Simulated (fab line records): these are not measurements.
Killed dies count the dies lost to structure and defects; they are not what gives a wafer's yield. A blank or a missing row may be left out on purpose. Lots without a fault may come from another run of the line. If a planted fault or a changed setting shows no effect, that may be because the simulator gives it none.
Comparing a struck lot with a sound one + flow rit-cmos + 19 out of 202 route steps
Sound: wafers L383.1, L383.5, L383.6. The struck wafers were L395.1, L395.3, L395.5. The cause is named last.
Each step with rows lists, per side, the tool, then ch with its chambers, then its first start. Under that, the readings that differ: sound wafers + struck wafers + difference of the means + sigmas: that difference in standard deviations of wafers without a fault.
alike: words and numbers the same on both sides, and readings whose means are apart by under 2 such deviations; not compared: readings that were withheld, readings missing a value for some wafer, numbers with overlapping values and no deviation given by the record, and bounds like >300 which may hide the same value.
The two part at a step that has a row with sigmas, a row that says differs or no value, or rows on one side only. Numbers that have no deviation but don't overlap get no sigmas and don't part them. A reading missing from all wafers of one side parts the sides only when that side holds two or more wafers.

RIT_SILICIDE_RS_MEAS_02: uses a four-point probe to measure.
  sound on film-metro-02 at day 4 01:15; struck on film-metro-01 at day 7 03:53
  alike: SILICIDE_TI_RS
RIT_SILICIDE_THK_MEAS_03: measures by xrf.
  sound on film-metro-02 at day 4 01:22; struck on film-metro-01 at day 7 04:01
  alike: SILICIDE_TI_THK
RIT_SILICIDE_RTA_04: time 10 s, ramp up 5 s, ramp down 5 s.
  sound on rtp-anneal-02 ch 0, day 4 01:26; struck on rtp-anneal-02 ch 0, day 7 04:04
  alike: wafer_temp_C_max
then, 1 step without rows for these wafers: RIT_SILICIDE_WET_ETCH_05 (etches Ti in SPM, time 120 s).
RIT_SILICIDE_RTA_06: time 10 s, ramp up 5 s, ramp down 10 s.
  sound on rtp-anneal-01 ch 0, day 4 01:32; struck on rtp-anneal-01 ch 0, day 7 04:11
  alike: wafer_temp_C_max
RIT_CONTACT_CVD_00: deposits SiO2 from TEOS, target thk 400 nm, time 63.55 s.
  sound on pecvd-03 ch 1,2, day 4 01:36; struck on pecvd-03 ch 1,2, day 7 04:15
  alike: heater-power-w
RIT_CONTACT_THK_MEAS_01:
  sound on film-metro-03 at day 4 01:39; struck on film-metro-04 at day 7 04:18
  alike: CONTACT_TEOS_THK
then, 5 steps without rows for these wafers: RIT_CONTACT_HMDS_02 (prime time 60 s); RIT_CONTACT_COAT_03 (resist thk 1000 nm); RIT_CONTACT_SOFTBAKE_04 (time 60 s); RIT_CONTACT_EXPOSE_05 (exposes mask M11, target cd 1000 nm); RIT_CONTACT_PEB_06.
RIT_CONTACT_DEVELOP_07: develop time 120 s.
  sound on litho-track-01 ch 0, day 4 02:00; struck on litho-track-03 ch 0, day 7 05:00
| reading              | sound             | struck            | difference | sigmas |
|----------------------|-------------------|-------------------|------------|--------|
| developer-temp-C (C) | 22.94 23.01 22.85 | 25.52 25.35 25.44 | +2.50      | +23    |
  alike: chill-plate-temp-C
RIT_CONTACT_CD_MEAS_08: target cd 1000 nm.
  sound on cd-sem-02 at day 4 02:41; struck on cd-sem-02 at day 7 05:20
| reading    | sound                | struck            | difference | sigmas |
|------------|----------------------|-------------------|------------|--------|
| cd-nm (nm) | 1005.9 1001.9 1005.2 | 985.8 983.7 982.4 | -20.4      | -8     |
RIT_CONTACT_OVL_MEAS_09:
  sound on overlay-02 at day 4 02:48; struck on overlay-02 at day 7 05:27
  alike: CONTACT_OVL
then, 1 step without rows for these wafers: RIT_CONTACT_HARDBAKE_10 (time 60 s).
RIT_CONTACT_ETCH_11: etches SiO2 in CHF3/CF4/Ar, stops on TiSi2, target depth 480 nm, time 320 s.
  sound on rie-diel-04 ch 0,2,3, day 4 02:59; struck on rie-diel-04 ch 0,1,3, day 7 05:38
  alike: drypump-motor-current-A, oes-product-au, throttle-valve-pct
  not compared: rf-hours-counter-h, model.CONTACT.cd-nm
RIT_CONTACT_STRIP_12: strips in O2, time 180 s.
  sound on plasma-asher-02 ch 0,1, day 4 03:11; struck on plasma-asher-02 ch 0,1, day 7 05:50
  alike: drypump-motor-current-A
  not compared: rf-hours-counter-h
RIT_M1_PROBE_99:
  sound on prober-02 at day 4 07:51; struck on prober-02 at day 7 11:01
| reading                                    | sound                | struck               | difference | sigmas |
|--------------------------------------------|----------------------|----------------------|------------|--------|
| model.etest.nmos_0p3.r-on-ohm-um           | 2176 2161 2155       | 2179 2191 2179       | +19        |        |
| model.etest.nmos_0p15.drive-ua-um          | 469.6 466.8 470.9    | 459.5 451.9 457.3    | -12.9      |        |
| model.etest.nmos-narrow.drive-ua-um        | 237.7 234.6 236      | 227.1 227.5 228      | -8.6       |        |
| model.etest.nmos_0p3.drive-ua-um           | 230.5 229 228.4      | 218.5 218.6 217.4    | -11.1      |        |
| model.etest.contact-to-gate.bv-left-v (V)  | 89.59 90.05 90.34    | 94.73 93.39 93.46    | +3.87      |        |
| model.etest.contact-to-gate.bv-right-v (V) | 88.55 88.17 88.36    | 94.14 92.92 92.74    | +4.91      |        |
| model.etest.retro-edge-nmos.off-log10-a-um | -9.822 -9.897 -9.874 | -10.13 -10.46 -10.38 | -0.46      |        |
  alike: killed_at_M0_to_M3, killed-at-contacts, killed-at-front-end, killed-dies, killed-on-rim, killed-open, killed-short
  not compared: model.etest.nmos-turned.drive-ua-um

## WHERE THEY PART
At RIT_CONTACT_DEVELOP_07 first; at RIT_CONTACT_CD_MEAS_08 last (within this record only). Later steps at which nothing parts them and some readings are alike: RIT_CONTACT_OVL_MEAS_09, RIT_CONTACT_ETCH_11, RIT_CONTACT_STRIP_12, RIT_M1_PROBE_99.

WHY: the cause the simulator had injected
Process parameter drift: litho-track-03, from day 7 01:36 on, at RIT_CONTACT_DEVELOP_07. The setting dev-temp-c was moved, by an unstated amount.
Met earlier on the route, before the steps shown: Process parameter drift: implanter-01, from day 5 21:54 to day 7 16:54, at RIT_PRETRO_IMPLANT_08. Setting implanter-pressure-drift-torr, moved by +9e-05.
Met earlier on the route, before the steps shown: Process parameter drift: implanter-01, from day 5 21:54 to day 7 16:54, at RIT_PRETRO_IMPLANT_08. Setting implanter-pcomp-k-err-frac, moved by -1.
